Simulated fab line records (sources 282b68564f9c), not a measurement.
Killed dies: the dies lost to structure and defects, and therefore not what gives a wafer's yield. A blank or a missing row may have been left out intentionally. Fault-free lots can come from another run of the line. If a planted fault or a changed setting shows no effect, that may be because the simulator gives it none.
Split-lot study :: flow rit_cmos :: 27 wafers read from 5 lots, route of 202 steps

== THE SPLIT ==
At RIT_CONTACT_CVD_00 (deposits SiO2 from TEOS, target thk 400 nm, time 61 s), the setting time_s was moved away from the recipe's 61 s on 9 of the 27 wafers read, by -44.1% to -30.1%. The other wafers ran this setting at the recipe's value.

There is no step in the file separating the split from the reading.

== THE READING ==
CONTACT_TEOS_THK, in nm, at RIT_CONTACT_THK_MEAS_01. A value of 400 nm with a standard deviation of 5.6 nm is what fault-free wafers of this fab line usually give.

wafer: L076.3
tool, chamber at the split: pecvd-02, 1
time_s as run, s: 61
against the recipe: recipe
CONTACT_TEOS_THK, nm: 392
against lot-mates on the recipe: -

wafer: L076.4
tool, chamber at the split: pecvd-02, 1
time_s as run, s: 61
against the recipe: recipe
CONTACT_TEOS_THK, nm: 399
against lot-mates on the recipe: -

wafer: L076.6
tool, chamber at the split: pecvd-02, 0
time_s as run, s: 61
against the recipe: recipe
CONTACT_TEOS_THK, nm: 398
against lot-mates on the recipe: -

wafer: L079.1
tool, chamber at the split: pecvd-03, 2
time_s as run, s: 34.24
against the recipe: -43.9%
CONTACT_TEOS_THK, nm: 222
against lot-mates on the recipe: -177

wafer: L079.2
tool, chamber at the split: pecvd-03, 1
time_s as run, s: 61
against the recipe: recipe
CONTACT_TEOS_THK, nm: 395
against lot-mates on the recipe: -

wafer: L079.3
tool, chamber at the split: pecvd-03, 0
time_s as run, s: 61
against the recipe: recipe
CONTACT_TEOS_THK, nm: 397
against lot-mates on the recipe: -

wafer: L079.4
tool, chamber at the split: pecvd-03, 0
time_s as run, s: 61
against the recipe: recipe
CONTACT_TEOS_THK, nm: 406
against lot-mates on the recipe: -

wafer: L079.5
tool, chamber at the split: pecvd-03, 1
time_s as run, s: 34.24
against the recipe: -43.9%
CONTACT_TEOS_THK, nm: 227
against lot-mates on the recipe: -172

wafer: L079.6
tool, chamber at the split: pecvd-03, 2
time_s as run, s: 34.24
against the recipe: -43.9%
CONTACT_TEOS_THK, nm: 229
against lot-mates on the recipe: -170

wafer: L082.1
tool, chamber at the split: pecvd-03, 1
time_s as run, s: 61
against the recipe: recipe
CONTACT_TEOS_THK, nm: 400
against lot-mates on the recipe: -

wafer: L082.2
tool, chamber at the split: pecvd-03, 2
time_s as run, s: 34.09
against the recipe: -44.1%
CONTACT_TEOS_THK, nm: 224
against lot-mates on the recipe: -180

wafer: L082.3
tool, chamber at the split: pecvd-03, 0
time_s as run, s: 34.09
against the recipe: -44.1%
CONTACT_TEOS_THK, nm: 223
against lot-mates on the recipe: -181

wafer: L082.4
tool, chamber at the split: pecvd-03, 2
time_s as run, s: 61
against the recipe: recipe
CONTACT_TEOS_THK, nm: 408
against lot-mates on the recipe: -

wafer: L082.5
tool, chamber at the split: pecvd-03, 1
time_s as run, s: 61
against the recipe: recipe
CONTACT_TEOS_THK, nm: 403
against lot-mates on the recipe: -

wafer: L082.6
tool, chamber at the split: pecvd-03, 0
time_s as run, s: 34.09
against the recipe: -44.1%
CONTACT_TEOS_THK, nm: 228
against lot-mates on the recipe: -176

wafer: L083.1
tool, chamber at the split: pecvd-02, 2
time_s as run, s: 61
against the recipe: recipe
CONTACT_TEOS_THK, nm: 398
against lot-mates on the recipe: -

wafer: L083.2
tool, chamber at the split: pecvd-02, 0
time_s as run, s: 61
against the recipe: recipe
CONTACT_TEOS_THK, nm: 395
against lot-mates on the recipe: -

wafer: L083.3
tool, chamber at the split: pecvd-02, 1
time_s as run, s: 61
against the recipe: recipe
CONTACT_TEOS_THK, nm: 400
against lot-mates on the recipe: -

wafer: L083.4
tool, chamber at the split: pecvd-02, 2
time_s as run, s: 61
against the recipe: recipe
CONTACT_TEOS_THK, nm: 404
against lot-mates on the recipe: -

wafer: L083.5
tool, chamber at the split: pecvd-02, 1
time_s as run, s: 61
against the recipe: recipe
CONTACT_TEOS_THK, nm: 405
against lot-mates on the recipe: -

wafer: L083.6
tool, chamber at the split: pecvd-02, 0
time_s as run, s: 61
against the recipe: recipe
CONTACT_TEOS_THK, nm: 408
against lot-mates on the recipe: -

wafer: L084.1
tool, chamber at the split: pecvd-04, 0
time_s as run, s: 42.62
against the recipe: -30.1%
CONTACT_TEOS_THK, nm: 278
against lot-mates on the recipe: -120

wafer: L084.2
tool, chamber at the split: pecvd-04, 2
time_s as run, s: 42.62
against the recipe: -30.1%
CONTACT_TEOS_THK, nm: 289
against lot-mates on the recipe: -109

wafer: L084.3
tool, chamber at the split: pecvd-04, 1
time_s as run, s: 61
against the recipe: recipe
CONTACT_TEOS_THK, nm: 390
against lot-mates on the recipe: -

wafer: L084.4
tool, chamber at the split: pecvd-04, 2
time_s as run, s: 42.62
against the recipe: -30.1%
CONTACT_TEOS_THK, nm: 288
against lot-mates on the recipe: -110

wafer: L084.5
tool, chamber at the split: pecvd-04, 1
time_s as run, s: 61
against the recipe: recipe
CONTACT_TEOS_THK, nm: 400
against lot-mates on the recipe: -

wafer: L084.6
tool, chamber at the split: pecvd-04, 0
time_s as run, s: 61
against the recipe: recipe
CONTACT_TEOS_THK, nm: 403
against lot-mates on the recipe: -

FIT RESULTS
A straight line over all 27 wafers: CONTACT_TEOS_THK changes by +3.94 nm for each +1% of time_s; r = +1.00; the points scatter about the line by 5 nm.
The same after taking each lot's own level away (the mean of its wafers on the recipe; 27 wafers): +3.96 nm for each +1%; r = +1.00; scatter 5 nm.
On that fit, the largest move of time_s shifts the reading by 1.7e+02 nm.
Measured against the standard deviation above, the lots' own levels, which go from 396.3 to 403.7 nm, span 1.3 times it.
Consequently the slope shifts little with the lot-to-lot level, the two slopes agreeing.
Check: with one of the wafers moved furthest among these (-44.1%) left out of the fit, the line predicts -173 nm for it against its lot-mates. It came out at -180 nm against them.

== OTHER SPLITS APPLIED TO THESE WAFERS ==
Before the reading, these wafers also passed through other splits. Each is held against what the fit with the lots' levels taken away leaves over:
other split on the same wafers: RIT_GATE_DEVELOP_15 develop_time_s
wafers away from the commonest value: 9
r with CONTACT_TEOS_THK (lot level and that fit taken away): -0.16

other split on the same wafers: RIT_SPACER_ETCHBACK_05 time_s
wafers away from the commonest value: 6
r with CONTACT_TEOS_THK (lot level and that fit taken away): +0.05

other split on the same wafers: RIT_PSD_DEVELOP_05 develop_time_s
wafers away from the commonest value: 6
r with CONTACT_TEOS_THK (lot level and that fit taken away): +0.34

== THE WHOLE CHAIN: every reading that the file lists as answering this split, in the file's order ==
step: RIT_CONTACT_CVD_00
what it does: deposits SiO2 from TEOS, target thk 400 nm, time 61 s
reading: SiO2_of_CONTACT_CVD_00.thk_nm (the simulator's own value, which no gauge read)
change (the file's fit): +3.96 nm for each +1% of the setting
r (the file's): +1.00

step: RIT_CONTACT_THK_MEAS_01
what it does: 
reading: CONTACT_TEOS_THK
change (the file's fit): +3.96 for each +1% of the setting
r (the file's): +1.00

step: RIT_CONTACT_ETCH_11
what it does: etches SiO2 in CHF3/CF4/Ar, stops on TiSi2, target depth 480 nm, time 320 s
reading: etch.depth_nm (the simulator's own value, which no gauge read)
change (the file's fit): +3.96 nm for each +1% of the setting
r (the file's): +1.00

step: RIT_CONTACT_ETCH_11
what it does: etches SiO2 in CHF3/CF4/Ar, stops on TiSi2, target depth 480 nm, time 320 s
reading: CONTACT.feature_depth_nm (the simulator's own value, which no gauge read)
change (the file's fit): +3.96 nm for each +1% of the setting
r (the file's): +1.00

== FILE'S OWN FIT ==
CONTACT_TEOS_THK changes by +3.96 nm for each +1% of time_s, r = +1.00.
